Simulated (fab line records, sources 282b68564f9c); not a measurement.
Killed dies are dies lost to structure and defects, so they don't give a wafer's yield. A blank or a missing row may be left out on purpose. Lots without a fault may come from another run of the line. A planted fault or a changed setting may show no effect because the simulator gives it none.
Which tool did it? | flow rit_cmos | 16 lots, 48 wafers sampled, at 5 steps of a route of 202

WHAT THE GAUGES READ, wafer by wafer
RIT_NWELL_TW_MEAS_10. Usual: NWELL_TW 2143, standard deviation 19.
lot  | measured    | on            | NWELL_TW       | flag
L589 | day 2 03:05 | film_metro-01 | 2155 2147 2143 |
L590 | day 2 07:11 | film_metro-03 | 2159 2163 2166 |
L591 | day 2 12:07 | film_metro-04 | 2129 2123 2119 |
L592 | day 2 17:04 | film_metro-03 | 2165 2163 2163 |
L594 | day 2 23:45 | film_metro-01 | 2138 2155 2141 |
L595 | day 3 05:49 | film_metro-04 | 2136 2117 2133 |
L596 | day 3 15:37 | film_metro-01 | 2157 2155 2146 |
L598 | day 3 22:17 | film_metro-03 | 2156 2154 2164 |
L601 | day 4 11:50 | film_metro-01 | 2151 2147 2148 |
L602 | day 4 14:40 | film_metro-01 | 2158 2158 2146 |
L604 | day 5 05:04 | film_metro-04 | 2115 2102 2104 |
L605 | day 5 10:29 | film_metro-04 | 2124 2118 2111 |
L606 | day 5 10:41 | film_metro-03 | 2168 2167 2159 |
L607 | day 5 16:38 | film_metro-01 | 2147 2167 2158 |
L609 | day 6 03:10 | film_metro-04 | 2122 2115 2130 |
L612 | day 6 17:38 | film_metro-03 | 2175 2162 2166 |

RIT_PRETRO_OVL_MEAS_06. Usual: PRETRO_OVL 0.5 nm, standard deviation 1.2.
lot  | measured    | on         | PRETRO_OVL (nm) | flag
L589 | day 2 14:12 | overlay-01 | 2.2 2.0 1.7     |
L590 | day 2 18:56 | overlay-02 | 0.8 1.6 1.1     |
L591 | day 2 22:43 | overlay-01 | 0.4 1.7 1.5     |
L592 | day 3 03:28 | overlay-01 | 1.9 1.4 3.2     |
L594 | day 3 11:17 | overlay-02 | -1.9 -0.9 -2.0  |
L595 | day 3 18:57 | overlay-02 | 0.5 0.5 -0.8    |
L596 | day 4 02:30 | overlay-02 | 0.6 0.0 0.0     |
L598 | day 4 09:29 | overlay-01 | -1.1 -0.5 0.2   |
L601 | day 4 22:31 | overlay-02 | 3.6 2.3 2.1     |
L602 | day 5 02:48 | overlay-01 | 1.9 0.9 1.8     |
L604 | day 5 18:48 | overlay-01 | 1.3 0.3 0.2     |
L605 | day 5 22:02 | overlay-02 | -1.0 -0.3 -1.7  |
L606 | day 5 22:36 | overlay-01 | -0.3 0.5 1.4    |
L607 | day 6 02:20 | overlay-02 | 1.7 1.3 1.3     |
L609 | day 6 12:52 | overlay-01 | -0.9 0.8 0.2    |
L612 | day 7 04:04 | overlay-01 | -0.8 -0.1 -1.2  |

RIT_GATE_OVL_MEAS_17. Usual: GATE_OVL -0.3 nm, standard deviation 1.5.
lot  | measured    | on         | GATE_OVL (nm)     | flag
L589 | day 2 21:57 | overlay-02 | -1.7 -0.7 -1.0    |
L590 | day 3 03:14 | overlay-02 | -0.3 -0.4 0.0     |
L591 | day 3 10:04 | overlay-02 | 2.1 1.3 2.8       |
L592 | day 3 15:53 | overlay-02 | 0.7 0.6 -1.1      |
L594 | day 3 19:20 | overlay-01 | -0.9 -2.5 -0.9    |
L595 | day 4 02:50 | overlay-01 | -0.5 -0.1 -0.8    |
L596 | day 4 10:42 | overlay-02 | -0.2 0.5 0.3      |
L598 | day 4 16:38 | overlay-01 | -2.3 -2.8 -2.6    |
L601 | day 5 05:41 | overlay-02 | 240.3 241.5 240.2 | OFF
L602 | day 5 09:01 | overlay-01 | 238.7 238.6 239.2 | OFF
L604 | day 6 01:20 | overlay-02 | 239.3 238.9 239.4 | OFF
L605 | day 6 04:26 | overlay-01 | 239.6 238.4 238.0 | OFF
L606 | day 6 06:08 | overlay-02 | 0.5 0.3 0.0       |
L607 | day 6 10:10 | overlay-01 | -0.8 0.0 -0.2     |
L609 | day 6 19:15 | overlay-02 | 2.5 3.6 2.7       |
L612 | day 7 11:43 | overlay-02 | 0.4 0.9 1.5       |

RIT_CONTACT_THK_MEAS_01. Usual: CONTACT_TEOS_THK 399 nm, standard deviation 6.7.
lot  | measured    | on            | CONTACT_TEOS_THK (nm) | flag
L589 | day 3 13:27 | film_metro-04 | 400 386 409           |
L590 | day 3 22:22 | film_metro-04 | 394 392 398           |
L591 | day 4 01:56 | film_metro-03 | 400 398 408           |
L592 | day 4 05:50 | film_metro-01 | 401 406 396           |
L594 | day 4 10:52 | film_metro-01 | 384 398 400           |
L595 | day 4 18:38 | film_metro-04 | 395 395 403           |
L596 | day 5 00:47 | film_metro-03 | 399 400 400           |
L598 | day 5 09:17 | film_metro-01 | 391 404 393           |
L601 | day 5 20:24 | film_metro-04 | 408 409 394           |
L602 | day 6 00:32 | film_metro-03 | 401 402 398           |
L604 | day 6 15:20 | film_metro-04 | 398 390 406           |
L605 | day 6 18:20 | film_metro-03 | 394 401 400           |
L606 | day 6 21:10 | film_metro-01 | 401 398 396           |
L607 | day 7 02:46 | film_metro-01 | 400 405 411           |
L609 | day 7 10:22 | film_metro-03 | 404 410 407           |
L612 | day 8 05:02 | film_metro-03 | 396 392 401           |

WHICH TOOL RAN EACH LOT (tool, then ch and the chambers of the sampled wafers, then the start)
lot  | RIT_GATE_EXPOSE_13
L589 | iline_stepper-02 ch 0, day 2 21:19
L590 | iline_stepper-02 ch 0, day 3 02:44
L591 | iline_stepper-01 ch 0, day 3 09:28
L592 | iline_stepper-01 ch 0, day 3 15:22
L594 | iline_stepper-02 ch 0, day 3 18:49
L595 | iline_stepper-01 ch 0, day 4 02:16
L596 | iline_stepper-01 ch 0, day 4 10:11
L598 | iline_stepper-01 ch 0, day 4 16:07
L601 | iline_stepper-02 ch 0, day 5 05:07
L602 | iline_stepper-02 ch 0, day 5 08:31
L604 | iline_stepper-02 ch 0, day 6 00:49
L605 | iline_stepper-02 ch 0, day 6 03:52
L606 | iline_stepper-01 ch 0, day 6 05:35
L607 | iline_stepper-01 ch 0, day 6 09:40
L609 | iline_stepper-01 ch 0, day 6 18:44
L612 | iline_stepper-01 ch 0, day 7 11:12
- RIT_GATE_EXPOSE_13: exposes mask M6, target cd 150 nm.

WHAT THE TOOLS THEMSELVES READ (means of the sampled wafers that have a number; where no wafer has one, the mark that the record gives instead)
The record holds no such reading with a usual standard deviation.

THE ANSWER, worked out from the rows above alone
Rule: a lot is off if the mean of its wafers that have a number lies more than 3 standard deviations from the usual mean. A lot without any number at a reading at which 4 lots or more have one is off too. The other lots that the step has rows for count as sound. The gauges are gone through in route order, then the tools' own readings, and for those a lot's mean is taken as printed above. The first step at which some lot is off is used, and at that step the reading that is off furthest; a lot without a number counts as furthest.
Off: L601, L602, L604, L605, at RIT_GATE_OVL_MEAS_17 (GATE_OVL).
A tool fits if, at a process step before that reading, it ran every lot that is off, and no sound lot after the first of them. The gauges at RIT_GATE_OVL_MEAS_17 are tried like those tools. One fits: iline_stepper-02 at RIT_GATE_EXPOSE_13. Its last sound lot is L594 (day 3 18:49), its first lot that is off L601 (day 5 05:07): a fault that began between those two fits.

WHAT THE SIMULATOR HAD PUT IN
Scanner matching overlay: iline_stepper-02, from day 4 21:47 on, at RIT_GATE_EXPOSE_13. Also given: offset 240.
Lots struck among those shown: L601, L602, L604, L605. The rule above found the same.
